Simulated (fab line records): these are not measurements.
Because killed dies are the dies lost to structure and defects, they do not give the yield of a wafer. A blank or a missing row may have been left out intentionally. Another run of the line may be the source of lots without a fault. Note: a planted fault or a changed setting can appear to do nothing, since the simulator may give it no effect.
fab line records :: flow rit_cmos
record:
  lots: 6
  wafers: 18
  last_day: 7
route steps=202 shown PLDD@116 SPACER@125
lots that met no fault: taken from a fault-free run of the same line
start_h: start of the lot's first displayed wafer, in hours after the record's first day :: wait_h: time in hours since the lot's previous step :: " same as the row above :: L1.1+2: several wafers, shown together as one row :: - no value present, or no start provided :: * or withheld: withheld :: < > ~ a bound
route shown NAME@n: names a module that has steps shown in the file, with the first one's number in the route :: usual: the fault-free wafers' mean and standard deviation :: same: alike in all rows :: chamber/n: place in a boat :: sites: the reading at each site :: _std_site: standard deviation of those values :: _edge_site: inner sites' mean taken away from outer sites' mean :: radius_mm: how far each site lies from the wafer's centre :: mask NAME#n: copy n :: behind: tool/chamber where the wafer was last shaped :: hold: cause of the lot's hold/its duration in hours/its outcome :: device: which transistor (n, p or np) failed to switch :: end of line: tests of these same wafers at the route's end :: step lacking rows: just its recipe :: killed: dies that structure and defects cost at the first sort, which is not the same as the wafer's yield :: map: a wafer's dies, x killed, . not, _ none there
set.NAME: the run value of the setting; set.NAME@STEP: its run value at that earlier step :: model.NAME: the simulator's own value behind a step, which no gauge read
lots at selected steps of the route; one table per step, one row per wafer
services: when a tool's chamber went out of use (start_h, in hours from the record's first day, below 0 if earlier), for how many hours, and the reason
== steps ==
step: RIT_PLDD_SOFTBAKE_02
recipe:
  resist: NOVOLAK
  temp_c: 90
  time_s: 60
step: RIT_PLDD_EXPOSE_03
recipe:
  mask_id: M8
  na: 0.57
  target_cd_nm: 40900
  dose_mj: 250
step: RIT_PLDD_PEB_04
recipe:
  resist: NOVOLAK
  temp_c: withheld
  time_s: withheld
step: RIT_PLDD_DEVELOP_05
recipe:
  resist: NOVOLAK
  develop_time_s: 50
  dev_temp_c: 23
step: RIT_PLDD_OVL_MEAS_06
usual:
  PLDD_OVL: 0.4/1.5
lot.wafer: L797.1
tool: overlay-02
chamber: -
start_h: 48.56
wait_h: -
PLDD_OVL[nm]: -1.0

lot.wafer: L797.2
tool: overlay-02
chamber: -
start_h: 48.56
wait_h: -
PLDD_OVL[nm]: 0.8

lot.wafer: L797.4
tool: overlay-02
chamber: -
start_h: 48.56
wait_h: -
PLDD_OVL[nm]: 2.2

lot.wafer: L800.2
tool: overlay-01
chamber: -
start_h: 65.05
wait_h: -
PLDD_OVL[nm]: -1.6

lot.wafer: L800.4
tool: overlay-01
chamber: -
start_h: 65.05
wait_h: -
PLDD_OVL[nm]: 0.8

lot.wafer: L800.5
tool: overlay-01
chamber: -
start_h: 65.05
wait_h: -
PLDD_OVL[nm]: 1.6

lot.wafer: L808.1
tool: overlay-02
chamber: -
start_h: 99.59
wait_h: -
PLDD_OVL[nm]: -1.6

lot.wafer: L808.4
tool: overlay-02
chamber: -
start_h: 99.59
wait_h: -
PLDD_OVL[nm]: -2.6

lot.wafer: L808.6
tool: overlay-02
chamber: -
start_h: 99.59
wait_h: -
PLDD_OVL[nm]: -0.7

lot.wafer: L809.1
tool: overlay-01
chamber: -
start_h: 103.70
wait_h: -
PLDD_OVL[nm]: -1.8

lot.wafer: L809.3
tool: overlay-01
chamber: -
start_h: 103.70
wait_h: -
PLDD_OVL[nm]: -0.7

lot.wafer: L809.4
tool: overlay-01
chamber: -
start_h: 103.70
wait_h: -
PLDD_OVL[nm]: 0.4

lot.wafer: L810.1
tool: overlay-02
chamber: -
start_h: 107.58
wait_h: -
PLDD_OVL[nm]: -0.2

lot.wafer: L810.2
tool: overlay-02
chamber: -
start_h: 107.58
wait_h: -
PLDD_OVL[nm]: 0.5

lot.wafer: L810.3
tool: overlay-02
chamber: -
start_h: 107.58
wait_h: -
PLDD_OVL[nm]: -1.8

lot.wafer: L820.3
tool: overlay-01
chamber: -
start_h: 158.41
wait_h: -
PLDD_OVL[nm]: 1.3

lot.wafer: L820.4
tool: overlay-01
chamber: -
start_h: 158.41
wait_h: -
PLDD_OVL[nm]: 1.7

lot.wafer: L820.5
tool: overlay-01
chamber: -
start_h: 158.41
wait_h: -
PLDD_OVL[nm]: 1.8
step: RIT_PLDD_HARDBAKE_07
recipe:
  resist: NOVOLAK
  temp_c: 140
  time_s: 60
step: RIT_PLDD_IMPLANT_08
recipe:
  species: BF2
  energy_kev: 20
  dose_cm2: 9e+14
  tilt_deg: 7
step: RIT_PLDD_STRIP_09
recipe:
  chemistry: O2
  time_s: 180
  resist: NOVOLAK
  platen_temp_c: withheld
  power_w: 500
  pressure_mtorr: 4000
  o2_flow_sccm: 4000
usual:
  drypump_motor_current_A: 6.1/0.47
lot.wafer: L797.1
tool: plasma_asher-04
chamber: 0
start_h: 48.89
wait_h: 0.1
drypump_motor_current_A: 5.7
rf_hours_counter_h: 26

lot.wafer: L797.2
tool: plasma_asher-04
chamber: 1
start_h: 48.89
wait_h: 0.1
drypump_motor_current_A: 5.3
rf_hours_counter_h: 26

lot.wafer: L797.4
tool: plasma_asher-04
chamber: 0
start_h: 48.89
wait_h: 0.1
drypump_motor_current_A: 5.7
rf_hours_counter_h: -

lot.wafer: L800.2
tool: plasma_asher-01
chamber: 0
start_h: 65.38
wait_h: 0.1
drypump_motor_current_A: 6.6
rf_hours_counter_h: 43

lot.wafer: L800.4
tool: plasma_asher-01
chamber: 0
start_h: 65.38
wait_h: 0.1
drypump_motor_current_A: 6.6
rf_hours_counter_h: -

lot.wafer: L800.5
tool: plasma_asher-01
chamber: 1
start_h: 65.38
wait_h: 0.1
drypump_motor_current_A: 5.9
rf_hours_counter_h: -

lot.wafer: L808.1
tool: plasma_asher-01
chamber: 1
start_h: 99.93
wait_h: 0.1
drypump_motor_current_A: 5.9
rf_hours_counter_h: 47

lot.wafer: L808.4
tool: plasma_asher-01
chamber: 1
start_h: 99.93
wait_h: 0.1
drypump_motor_current_A: 5.9
rf_hours_counter_h: -

lot.wafer: L808.6
tool: plasma_asher-01
chamber: 0
start_h: 99.93
wait_h: 0.1
drypump_motor_current_A: 6.6
rf_hours_counter_h: -

lot.wafer: L809.1
tool: plasma_asher-02
chamber: 0
start_h: 104.04
wait_h: 0.1
drypump_motor_current_A: 6.6
rf_hours_counter_h: 47

lot.wafer: L809.3
tool: plasma_asher-02
chamber: 0
start_h: 104.04
wait_h: 0.1
drypump_motor_current_A: 6.6
rf_hours_counter_h: -

lot.wafer: L809.4
tool: plasma_asher-02
chamber: 1
start_h: 104.04
wait_h: 0.1
drypump_motor_current_A: 5.9
rf_hours_counter_h: -

lot.wafer: L810.1
tool: plasma_asher-02
chamber: 0
start_h: 107.93
wait_h: 0.1
drypump_motor_current_A: 6.6
rf_hours_counter_h: 48

lot.wafer: L810.2
tool: plasma_asher-02
chamber: 1
start_h: 107.93
wait_h: 0.1
drypump_motor_current_A: 5.9
rf_hours_counter_h: 48

lot.wafer: L810.3
tool: plasma_asher-02
chamber: 1
start_h: 107.93
wait_h: 0.1
drypump_motor_current_A: 5.9
rf_hours_counter_h: -

lot.wafer: L820.3
tool: plasma_asher-01
chamber: 1
start_h: 158.79
wait_h: 0.1
drypump_motor_current_A: 5.9
rf_hours_counter_h: -

lot.wafer: L820.4
tool: plasma_asher-01
chamber: 0
start_h: 158.79
wait_h: 0.1
drypump_motor_current_A: 6.6
rf_hours_counter_h: -

lot.wafer: L820.5
tool: plasma_asher-01
chamber: 0
start_h: 158.79
wait_h: 0.1
drypump_motor_current_A: 6.6
rf_hours_counter_h: -
step: RIT_PLDD_TW_MEAS_10
usual:
  PLDD_TW: 2331/14
lot.wafer: L797.1
tool: film_metro-01
chamber: -
start_h: 49.07
wait_h: 0.1
PLDD_TW: 2336

lot.wafer: L797.2
tool: film_metro-01
chamber: -
start_h: 49.07
wait_h: 0.1
PLDD_TW: 2315

lot.wafer: L797.4
tool: film_metro-01
chamber: -
start_h: 49.07
wait_h: 0.1
PLDD_TW: 2319

lot.wafer: L800.2
tool: film_metro-04
chamber: -
start_h: 65.56
wait_h: 0.1
PLDD_TW: 2337

lot.wafer: L800.4
tool: film_metro-04
chamber: -
start_h: 65.56
wait_h: 0.1
PLDD_TW: 2343

lot.wafer: L800.5
tool: film_metro-04
chamber: -
start_h: 65.56
wait_h: 0.1
PLDD_TW: 2353

lot.wafer: L808.1
tool: film_metro-04
chamber: -
start_h: 100.10
wait_h: 0.1
PLDD_TW: 2340

lot.wafer: L808.4
tool: film_metro-04
chamber: -
start_h: 100.10
wait_h: 0.1
PLDD_TW: 2339

lot.wafer: L808.6
tool: film_metro-04
chamber: -
start_h: 100.10
wait_h: 0.1
PLDD_TW: 2336

lot.wafer: L809.1
tool: film_metro-04
chamber: -
start_h: 104.21
wait_h: 0.1
PLDD_TW: 2348

lot.wafer: L809.3
tool: film_metro-04
chamber: -
start_h: 104.21
wait_h: 0.1
PLDD_TW: 2340

lot.wafer: L809.4
tool: film_metro-04
chamber: -
start_h: 104.21
wait_h: 0.1
PLDD_TW: 2343

lot.wafer: L810.1
tool: film_metro-01
chamber: -
start_h: 108.11
wait_h: 0.1
PLDD_TW: 2321

lot.wafer: L810.2
tool: film_metro-01
chamber: -
start_h: 108.11
wait_h: 0.1
PLDD_TW: 2337

lot.wafer: L810.3
tool: film_metro-01
chamber: -
start_h: 108.11
wait_h: 0.1
PLDD_TW: 2324

lot.wafer: L820.3
tool: film_metro-02
chamber: -
start_h: 158.93
wait_h: 0.1
PLDD_TW: 2304

lot.wafer: L820.4
tool: film_metro-02
chamber: -
start_h: 158.93
wait_h: 0.1
PLDD_TW: 2330

lot.wafer: L820.5
tool: film_metro-02
chamber: -
start_h: 158.93
wait_h: 0.1
PLDD_TW: 2315
step: RIT_SPACER_CLEAN_00
recipe:
  chemistry: SC1
  mix: 3:3:50
  time_s: 600
  temp_c: 75
step: RIT_SPACER_CLEAN_01
recipe:
  chemistry: dHF
  dilution: 50:1
  time_s: 30
step: RIT_SPACER_CLEAN_02
recipe:
  chemistry: SC2
  mix: 3:3:50
  time_s: 600
  temp_c: 75
  dry: n2_spin
step: RIT_SPACER_CVD_03
recipe:
  material: Si3N4
  target_thk_nm: 250
  temp_c: 810
  precursor: SiH2Cl2/NH3
  time_s: 3300
  pressure_mtorr: 300
  sih2cl2_flow_sccm: 60
  nh3_flow_sccm: 150
usual:
  spike_tc_centre_C: 812.3/1.3
  spike_tc_load_C: 834.4/2.2
  spike_tc_source_C: 831.8/2.4
  susceptor_temp_C: 810.0/0.37
  zone_power_load_pct: 22.0/1.8
  zone_power_source_pct: 19.2/1.6
lot.wafer: L797.1
tool: lpcvd-01
chamber: 0
start_h: 49.64
wait_h: 0.1
spike_tc_centre_C: 813.4
spike_tc_load_C: 832.6
spike_tc_source_C: 835.7
susceptor_temp_C: 810.0
zone_power_load_pct: 23.3
zone_power_source_pct: 19.1
model.Si3N4_of_SPACER_CVD_03.thk_nm: 251.1

lot.wafer: L797.2
tool: lpcvd-01
chamber: 0
start_h: 49.64
wait_h: 0.1
spike_tc_centre_C: 811.6
spike_tc_load_C: 833.4
spike_tc_source_C: 834.2
susceptor_temp_C: 809.7
zone_power_load_pct: 23.4
zone_power_source_pct: 19.3
model.Si3N4_of_SPACER_CVD_03.thk_nm: 246.9

lot.wafer: L797.4
tool: lpcvd-01
chamber: 0
start_h: 49.64
wait_h: 0.1
spike_tc_centre_C: 810.9
spike_tc_load_C: 832.6
spike_tc_source_C: 833.1
susceptor_temp_C: 810.8
zone_power_load_pct: 23.7
zone_power_source_pct: 19.5
model.Si3N4_of_SPACER_CVD_03.thk_nm: 248.1

lot.wafer: L800.2
tool: lpcvd-02
chamber: 1
start_h: 66.08
wait_h: 0.0
spike_tc_centre_C: 815.3
spike_tc_load_C: 836.6
spike_tc_source_C: 829.9
susceptor_temp_C: 809.4
zone_power_load_pct: 23.3
zone_power_source_pct: 16.2
model.Si3N4_of_SPACER_CVD_03.thk_nm: 251.2

lot.wafer: L800.4
tool: lpcvd-02
chamber: 1
start_h: 66.08
wait_h: 0.0
spike_tc_centre_C: 813.4
spike_tc_load_C: 836.3
spike_tc_source_C: 829.7
susceptor_temp_C: 809.6
zone_power_load_pct: 23.3
zone_power_source_pct: 16.3
model.Si3N4_of_SPACER_CVD_03.thk_nm: 252.1

lot.wafer: L800.5
tool: lpcvd-02
chamber: 1
start_h: 66.08
wait_h: 0.0
spike_tc_centre_C: 811.3
spike_tc_load_C: 836.8
spike_tc_source_C: 829.7
susceptor_temp_C: 809.5
zone_power_load_pct: 23.4
zone_power_source_pct: 16.1
model.Si3N4_of_SPACER_CVD_03.thk_nm: 251.7

lot.wafer: L808.1
tool: lpcvd-01
chamber: 0
start_h: 100.60
wait_h: 0.0
spike_tc_centre_C: 810.7
spike_tc_load_C: 831.7
spike_tc_source_C: 833.9
susceptor_temp_C: 810.1
zone_power_load_pct: 23.2
zone_power_source_pct: 19.5
model.Si3N4_of_SPACER_CVD_03.thk_nm: 247.1

lot.wafer: L808.4
tool: lpcvd-01
chamber: 0
start_h: 100.60
wait_h: 0.0
spike_tc_centre_C: 810.4
spike_tc_load_C: 833.0
spike_tc_source_C: 833.3
susceptor_temp_C: 810.1
zone_power_load_pct: 23.2
zone_power_source_pct: 19.8
model.Si3N4_of_SPACER_CVD_03.thk_nm: 250.9

lot.wafer: L808.6
tool: lpcvd-01
chamber: 0
start_h: 100.60
wait_h: 0.0
spike_tc_centre_C: 810.8
spike_tc_load_C: 831.1
spike_tc_source_C: 832.9
susceptor_temp_C: 810.1
zone_power_load_pct: 23.9
zone_power_source_pct: 19.2
model.Si3N4_of_SPACER_CVD_03.thk_nm: 247

lot.wafer: L809.1
tool: lpcvd-01
chamber: 0
start_h: 104.88
wait_h: 0.0
spike_tc_centre_C: 892.4
spike_tc_load_C: 914.8
spike_tc_source_C: 916.2
susceptor_temp_C: 892.5
zone_power_load_pct: 29.1
zone_power_source_pct: 24.3
model.Si3N4_of_SPACER_CVD_03.thk_nm: 418.3

lot.wafer: L809.3
tool: lpcvd-01
chamber: 0
start_h: 104.88
wait_h: 0.0
spike_tc_centre_C: 894.7
spike_tc_load_C: 915.5
spike_tc_source_C: 916.7
susceptor_temp_C: 892.4
zone_power_load_pct: 28.7
zone_power_source_pct: 24.2
model.Si3N4_of_SPACER_CVD_03.thk_nm: 418.4

lot.wafer: L809.4
tool: lpcvd-01
chamber: 0
start_h: 104.88
wait_h: 0.0
spike_tc_centre_C: 892.8
spike_tc_load_C: 913.3
spike_tc_source_C: 917.7
susceptor_temp_C: 891.9
zone_power_load_pct: 29.1
zone_power_source_pct: 24.0
model.Si3N4_of_SPACER_CVD_03.thk_nm: 417.5

lot.wafer: L810.1
tool: lpcvd-01
chamber: 0
start_h: 108.60
wait_h: 0.0
spike_tc_centre_C: 893.3
spike_tc_load_C: 913.2
spike_tc_source_C: 914.6
susceptor_temp_C: 892.2
zone_power_load_pct: 28.7
zone_power_source_pct: 24.1
model.Si3N4_of_SPACER_CVD_03.thk_nm: 423.8

lot.wafer: L810.2
tool: lpcvd-01
chamber: 0
start_h: 108.60
wait_h: 0.0
spike_tc_centre_C: 893.5
spike_tc_load_C: 916.0
spike_tc_source_C: 917.8
susceptor_temp_C: 892.4
zone_power_load_pct: 29.1
zone_power_source_pct: 23.9
model.Si3N4_of_SPACER_CVD_03.thk_nm: 426

lot.wafer: L810.3
tool: lpcvd-01
chamber: 0
start_h: 108.60
wait_h: 0.0
spike_tc_centre_C: 892.6
spike_tc_load_C: 913.9
spike_tc_source_C: 916.5
susceptor_temp_C: 891.6
zone_power_load_pct: 29.6
zone_power_source_pct: 23.9
model.Si3N4_of_SPACER_CVD_03.thk_nm: 423.9

lot.wafer: L820.3
tool: lpcvd-02
chamber: 1
start_h: 159.40
wait_h: 0.0
spike_tc_centre_C: 813.3
spike_tc_load_C: 836.4
spike_tc_source_C: 829.8
susceptor_temp_C: 809.9
zone_power_load_pct: 23.9
zone_power_source_pct: 16.0
model.Si3N4_of_SPACER_CVD_03.thk_nm: 248

lot.wafer: L820.4
tool: lpcvd-02
chamber: 1
start_h: 159.40
wait_h: 0.0
spike_tc_centre_C: 811.3
spike_tc_load_C: 835.4
spike_tc_source_C: 832.4
susceptor_temp_C: 810.1
zone_power_load_pct: 23.4
zone_power_source_pct: 16.1
model.Si3N4_of_SPACER_CVD_03.thk_nm: 249.2

lot.wafer: L820.5
tool: lpcvd-02
chamber: 1
start_h: 159.40
wait_h: 0.0
spike_tc_centre_C: 815.0
spike_tc_load_C: 837.4
spike_tc_source_C: 830.0
susceptor_temp_C: 810.2
zone_power_load_pct: 23.2
zone_power_source_pct: 16.2
model.Si3N4_of_SPACER_CVD_03.thk_nm: 248.4
step: RIT_SPACER_THK_MEAS_04
recipe:
  reads: Si3N4_of_SPACER_CVD_03
usual:
  SPACER_NITRIDE_THK: 249.9/2.5
lot.wafer: L797.1
tool: film_metro-04
chamber: -
start_h: 51.55
wait_h: 0.0
SPACER_NITRIDE_THK[nm]: 251.2

lot.wafer: L797.2
tool: film_metro-04
chamber: -
start_h: 51.55
wait_h: 0.0
SPACER_NITRIDE_THK[nm]: 246.8

lot.wafer: L797.4
tool: film_metro-04
chamber: -
start_h: 51.55
wait_h: 0.0
SPACER_NITRIDE_THK[nm]: 248.2

lot.wafer: L800.2
tool: film_metro-04
chamber: -
start_h: 68.01
wait_h: 0.0
SPACER_NITRIDE_THK[nm]: 251.0

lot.wafer: L800.4
tool: film_metro-04
chamber: -
start_h: 68.01
wait_h: 0.0
SPACER_NITRIDE_THK[nm]: 252.2

lot.wafer: L800.5
tool: film_metro-04
chamber: -
start_h: 68.01
wait_h: 0.0
SPACER_NITRIDE_THK[nm]: 251.8

lot.wafer: L808.1
tool: film_metro-04
chamber: -
start_h: 102.51
wait_h: 0.0
SPACER_NITRIDE_THK[nm]: 247.1

lot.wafer: L808.4
tool: film_metro-04
chamber: -
start_h: 102.51
wait_h: 0.0
SPACER_NITRIDE_THK[nm]: 250.9

lot.wafer: L808.6
tool: film_metro-04
chamber: -
start_h: 102.51
wait_h: 0.0
SPACER_NITRIDE_THK[nm]: 246.9

lot.wafer: L809.1
tool: film_metro-03
chamber: -
start_h: 106.80
wait_h: 0.0
SPACER_NITRIDE_THK[nm]: 418.1

lot.wafer: L809.3
tool: film_metro-03
chamber: -
start_h: 106.80
wait_h: 0.0
SPACER_NITRIDE_THK[nm]: 418.3

lot.wafer: L809.4
tool: film_metro-03
chamber: -
start_h: 106.80
wait_h: 0.0
SPACER_NITRIDE_THK[nm]: 417.3

lot.wafer: L810.1
tool: film_metro-03
chamber: -
start_h: 110.52
wait_h: 0.0
SPACER_NITRIDE_THK[nm]: 423.6

lot.wafer: L810.2
tool: film_metro-03
chamber: -
start_h: 110.52
wait_h: 0.0
SPACER_NITRIDE_THK[nm]: 426.0

lot.wafer: L810.3
tool: film_metro-03
chamber: -
start_h: 110.52
wait_h: 0.0
SPACER_NITRIDE_THK[nm]: 423.8

lot.wafer: L820.3
tool: film_metro-02
chamber: -
start_h: 161.34
wait_h: 0.0
SPACER_NITRIDE_THK[nm]: 248.0

lot.wafer: L820.4
tool: film_metro-02
chamber: -
start_h: 161.34
wait_h: 0.0
SPACER_NITRIDE_THK[nm]: 249.3

lot.wafer: L820.5
tool: film_metro-02
chamber: -
start_h: 161.34
wait_h: 0.0
SPACER_NITRIDE_THK[nm]: 248.3
step: RIT_SPACER_ETCHBACK_05
recipe:
  target_depth_a: 2500
  SF6_flow_sccm: 30
  CHF3_flow_sccm: 30
  target: Si3N4
  chemistry: SF6/CHF3
  pressure_mtorr: 40
  rf_w: 250
  time_s: 240
  stop_on: SiO2
usual:
  SF6_flow_sccm: 30.00/0.091
  drypump_motor_current_A: 5.5/0.38
  oes_product_au: 0.842/0.013
  throttle_valve_pct: 10.25/0.13
lot.wafer: L797.1
tool: rie_diel-01
chamber: 3
start_h: 51.61
wait_h: 0.1
SF6_flow_sccm: 29.98
drypump_motor_current_A: 5.3
oes_product_au: 0.843
rf_hours_counter_h: 150
throttle_valve_pct: 10.15
model.Si3N4_of_SPACER_CVD_03.thk_nm: 196.8
model.etch.depth_nm: 251.1

lot.wafer: L797.2
tool: rie_diel-01
chamber: 2
start_h: 51.61
wait_h: 0.1
SF6_flow_sccm: 30.06
drypump_motor_current_A: 5.6
oes_product_au: 0.841
rf_hours_counter_h: 13
throttle_valve_pct: 10.36
model.Si3N4_of_SPACER_CVD_03.thk_nm: 194.3
model.etch.depth_nm: 246.9

lot.wafer: L797.4
tool: rie_diel-01
chamber: 1
start_h: 51.61
wait_h: 0.1
SF6_flow_sccm: 29.93
drypump_motor_current_A: 4.8
oes_product_au: 0.856
rf_hours_counter_h: 32
throttle_valve_pct: 10.01
model.Si3N4_of_SPACER_CVD_03.thk_nm: 197.2
model.etch.depth_nm: 248.1

lot.wafer: L800.2
tool: rie_diel-03
chamber: 2
start_h: 68.06
wait_h: 0.0
SF6_flow_sccm: 30.02
drypump_motor_current_A: 5.4
oes_product_au: 0.855
rf_hours_counter_h: 125
throttle_valve_pct: 10.24
model.Si3N4_of_SPACER_CVD_03.thk_nm: 199.4
model.etch.depth_nm: 251.2

lot.wafer: L800.4
tool: rie_diel-03
chamber: 0
start_h: 68.06
wait_h: 0.0
SF6_flow_sccm: 30.01
drypump_motor_current_A: 5.9
oes_product_au: 0.827
rf_hours_counter_h: 3
throttle_valve_pct: 10.35
model.Si3N4_of_SPACER_CVD_03.thk_nm: 196.4
model.etch.depth_nm: 252.1

lot.wafer: L800.5
tool: rie_diel-03
chamber: 1
start_h: 68.06
wait_h: 0.0
SF6_flow_sccm: 30.11
drypump_motor_current_A: 5.9
oes_product_au: 0.853
rf_hours_counter_h: -
throttle_valve_pct: 10.43
model.Si3N4_of_SPACER_CVD_03.thk_nm: 196.9
model.etch.depth_nm: 251.7

lot.wafer: L808.1
tool: rie_diel-03
chamber: 3
start_h: 102.57
wait_h: 0.1
SF6_flow_sccm: 30.05
drypump_motor_current_A: 5.9
oes_product_au: 0.839
rf_hours_counter_h: 128
throttle_valve_pct: 10.35
model.Si3N4_of_SPACER_CVD_03.thk_nm: 195.2
model.etch.depth_nm: 247.1

lot.wafer: L808.4
tool: rie_diel-03
chamber: 2
start_h: 102.57
wait_h: 0.1
SF6_flow_sccm: 29.95
drypump_motor_current_A: 5.4
oes_product_au: 0.854
rf_hours_counter_h: 126
throttle_valve_pct: 10.25
model.Si3N4_of_SPACER_CVD_03.thk_nm: 199.8
model.etch.depth_nm: 250.9

lot.wafer: L808.6
tool: rie_diel-03
chamber: 0
start_h: 102.57
wait_h: 0.1
SF6_flow_sccm: 30.12
drypump_motor_current_A: 5.9
oes_product_au: 0.823
rf_hours_counter_h: -
throttle_valve_pct: 10.35
model.Si3N4_of_SPACER_CVD_03.thk_nm: 192.9
model.etch.depth_nm: 247

lot.wafer: L809.1
tool: rie_diel-04
chamber: 3
start_h: 106.86
wait_h: 0.1
SF6_flow_sccm: 30.02
drypump_motor_current_A: 5.3
oes_product_au: 0.985
rf_hours_counter_h: 115
throttle_valve_pct: 10.10
model.Si3N4_of_SPACER_CVD_03.thk_nm: 330.6
model.etch.depth_nm: 303

lot.wafer: L809.3
tool: rie_diel-04
chamber: 0
start_h: 106.86
wait_h: 0.1
SF6_flow_sccm: 29.94
drypump_motor_current_A: 4.8
oes_product_au: 0.975
rf_hours_counter_h: 21
throttle_valve_pct: 10.29
model.Si3N4_of_SPACER_CVD_03.thk_nm: 330.2
model.etch.depth_nm: 304.8

lot.wafer: L809.4
tool: rie_diel-04
chamber: 2
start_h: 106.86
wait_h: 0.1
SF6_flow_sccm: 30.07
drypump_motor_current_A: 5.6
oes_product_au: 0.960
rf_hours_counter_h: 66
throttle_valve_pct: 10.29
model.Si3N4_of_SPACER_CVD_03.thk_nm: 330.7
model.etch.depth_nm: 300.5

lot.wafer: L810.1
tool: rie_diel-01
chamber: 2
start_h: 110.58
wait_h: 0.1
SF6_flow_sccm: 29.91
drypump_motor_current_A: 5.6
oes_product_au: 0.989
rf_hours_counter_h: 14
throttle_valve_pct: 10.41
model.Si3N4_of_SPACER_CVD_03.thk_nm: 334.9
model.etch.depth_nm: 303.3

lot.wafer: L810.2
tool: rie_diel-01
chamber: 1
start_h: 110.58
wait_h: 0.1
SF6_flow_sccm: 30.01
drypump_motor_current_A: 4.8
oes_product_au: 0.960
rf_hours_counter_h: 33
throttle_valve_pct: 10.06
model.Si3N4_of_SPACER_CVD_03.thk_nm: 340.4
model.etch.depth_nm: 290.5

lot.wafer: L810.3
tool: rie_diel-01
chamber: 0
start_h: 110.58
wait_h: 0.1
SF6_flow_sccm: 30.10
drypump_motor_current_A: 5.7
oes_product_au: 1.017
rf_hours_counter_h: 157
throttle_valve_pct: 10.24
model.Si3N4_of_SPACER_CVD_03.thk_nm: 329.8
model.etch.depth_nm: 320.9

lot.wafer: L820.3
tool: rie_diel-03
chamber: 1
start_h: 161.38
wait_h: 0.0
SF6_flow_sccm: 29.98
drypump_motor_current_A: 5.9
oes_product_au: 0.838
rf_hours_counter_h: 4
throttle_valve_pct: 10.45
model.Si3N4_of_SPACER_CVD_03.thk_nm: 194.6
model.etch.depth_nm: 248

lot.wafer: L820.4
tool: rie_diel-03
chamber: 2
start_h: 161.38
wait_h: 0.0
SF6_flow_sccm: 29.99
drypump_motor_current_A: 5.4
oes_product_au: 0.851
rf_hours_counter_h: 127
throttle_valve_pct: 10.24
model.Si3N4_of_SPACER_CVD_03.thk_nm: 198
model.etch.depth_nm: 249.2

lot.wafer: L820.5
tool: rie_diel-03
chamber: 1
start_h: 161.38
wait_h: 0.0
SF6_flow_sccm: 30.03
drypump_motor_current_A: 5.9
oes_product_au: 0.852
rf_hours_counter_h: -
throttle_valve_pct: 10.45
model.Si3N4_of_SPACER_CVD_03.thk_nm: 194.8
model.etch.depth_nm: 248.4
== services ==
tool: rie_diel-01
chamber: 3
start_h: 30.93
hours: 12.0
kind: repair

tool: rie_diel-04
chamber: -
start_h: 51.45
hours: 2.8
kind: pm

tool: lpcvd-02
chamber: -
start_h: 55.15
hours: 2.8
kind: pm

tool: plasma_asher-04
chamber: -
start_h: 56.96
hours: 2.5
kind: repair

tool: lpcvd-02
chamber: -
start_h: 61.59
hours: 0.7
kind: repair

tool: rie_diel-01
chamber: 2
start_h: 79.53
hours: 13.4
kind: repair

tool: rie_diel-01
chamber: -
start_h: 97.25
hours: 0.4
kind: repair

tool: rie_diel-04
chamber: 3
start_h: 101.56
hours: 2.8
kind: repair

tool: plasma_asher-01
chamber: -
start_h: 108.75
hours: 9.0
kind: pm

tool: plasma_asher-01
chamber: 0
start_h: 108.75
hours: 9.0
kind: vent_cycle

tool: plasma_asher-01
chamber: 1
start_h: 108.75
hours: 9.0
kind: vent_cycle

tool: plasma_asher-01
chamber: 0
start_h: 117.75
hours: -
kind: clean

tool: plasma_asher-01
chamber: 1
start_h: 117.75
hours: -
kind: clean

tool: rie_diel-01
chamber: 0
start_h: 117.90
hours: -
kind: clean

tool: rie_diel-01
chamber: 0
start_h: 117.90
hours: 27.2
kind: scheduled_down

tool: rie_diel-01
chamber: 0
start_h: 117.90
hours: 27.2
kind: vent_cycle

tool: rie_diel-01
chamber: -
start_h: 124.09
hours: 14.6
kind: pm

tool: rie_diel-03
chamber: 2
start_h: 124.61
hours: 3.4
kind: repair

tool: rie_diel-03
chamber: -
start_h: 131.40
hours: 2.8
kind: pm

tool: rie_diel-03
chamber: 2
start_h: 134.94
hours: 1.3
kind: repair

tool: rie_diel-01
chamber: 3
start_h: 147.81
hours: -
kind: clean
== key ==
first_sign:
  step: RIT_SPACER_CVD_03
  reading: susceptor_temp_C
  direction: up
  sigmas: 99+
  usual: *
  struck: *
effect:
  step: RIT_SPACER_CVD_03
  reading: spike_tc_centre_C
  direction: up
  sigmas: 65
  usual: 812.3
  struck: 893.2
effect:
  step: RIT_SPACER_THK_MEAS_04
  reading: SPACER_NITRIDE_THK
  direction: up
  sigmas: 70
  usual: 249.9
  struck: 421.2
effect:
  step: RIT_SPACER_ETCHBACK_05
  reading: oes_product_au
  direction: up
  sigmas: 11
  usual: 0.842
  struck: 0.981
model_effect:
  step: RIT_SPACER_CVD_03
  value: Si3N4_of_SPACER_CVD_03.thk_nm
  without: 250.9
  struck: 421.3
model_effect:
  step: RIT_SPACER_ETCHBACK_05
  value: Si3N4_of_SPACER_CVD_03.thk_nm
  without: 198.2
  struck: 332.8
met_at RIT_SPACER_CVD_03
struck_wafers L809.1,L809.3,L809.4,L810.1,L810.2,L810.3
later_rows_left_out L809.1,L809.3,L809.4,L810.1,L810.2,L810.3
sort_left_out L809.1,L809.3,L809.4,L810.1,L810.2,L810.3
tester_left_out L809,L810
onset_between 100.60 104.88
fault:
  kind: process_parameter_drift
  tool: lpcvd-01
  chamber: 0
  onset_h: 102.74
  steps: RIT_SPACER_CVD_03
  channel: temp_c
  offset: *
  shape: step
  end_h: 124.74
  acts_in: *
  stated: *
tester_left_out: of these lots the tester's yield and bins aren't shown, on N5 and GAA mostly nor the transistor test; their killed dies are dies lost to structure and defects alone, not to doping, threshold or leakage, so they don't give the yield
sort_left_out: the simulated sort isn't trusted on such a fault, so these wafers' sort isn't shown, and their yield isn't known
later_rows_left_out: the simulator's readings of these wafers behind a module that went badly wrong aren't trusted and aren't shown, but for the sort
